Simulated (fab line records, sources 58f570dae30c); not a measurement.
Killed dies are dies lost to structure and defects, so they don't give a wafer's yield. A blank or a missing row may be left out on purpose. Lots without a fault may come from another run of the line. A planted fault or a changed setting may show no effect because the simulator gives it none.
Chamber matching | flow berkeley_cmos170 | UCB170_GATE_ETCH_15 on rie_si-01: 4 sister chambers
The step etches poly-Si in HBr/Cl2, stops on SiO2, time 56.3 s, target depth 278.2 nm. 8 wafers are shown with their chamber, then 7 later ones without.

WAFERS WITH THEIR CHAMBER
wafer  | chamber | throttle_valve_pct (%) | drypump_motor_current_A (A)
L790.1 | 2       | 26.65                  | 6.1
L789.1 | 0       | 26.62                  | 6.0
L789.2 | 3       | 26.36                  | 5.7
L789.4 | 2       | 26.67                  | 6.1
L791.3 | 3       | 26.36                  | 5.7
L791.6 | 1       | 26.33                  | 5.1
L795.2 | 1       | 26.33                  | 5.1
L795.3 | 0       | 26.65                  | 6.1

WAFERS WITHOUT THEIR CHAMBER
wafer  | throttle_valve_pct (%) | drypump_motor_current_A (A)
L795.6 | 26.37                  | 5.7
L809.1 | 26.36                  | 5.7
L809.4 | 26.55                  | 6.1
L809.5 | 26.32                  | 5.1
L806.3 | 26.35                  | 5.7
L806.4 | 26.53                  | 6.2
L806.5 | 26.35                  | 5.7

WHICH CHAMBER EACH WENT THROUGH
wafer  | from the rows above     | in truth
L795.6 | 3                       | 3
L809.1 | 3                       | 3
L809.4 | can't be placed: 0 or 2 | 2
L809.5 | 1                       | 1
L806.3 | 3                       | 3
L806.4 | can't be placed: 0 or 2 | 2
L806.5 | 3                       | 3
Placed correctly: 5 of 7. Can't be placed from these rows: 2 (the true chamber is among the candidates in 2). Placed wrongly: 0.
How it was worked out, from the rows above alone: a wafer's distance from a chamber is the root of the sum, over the readings, of the square of ((its reading less the chamber's mean) divided by the reading's scatter). The wafer belongs to the nearest chamber; if the next one is less than 2 further off, it can't be placed. A chamber's mean is the mean of its shown wafers. The scatter: the root of (the sum of the squares of (reading less its chamber's mean) over the shown wafers, divided by (wafers less chambers)).
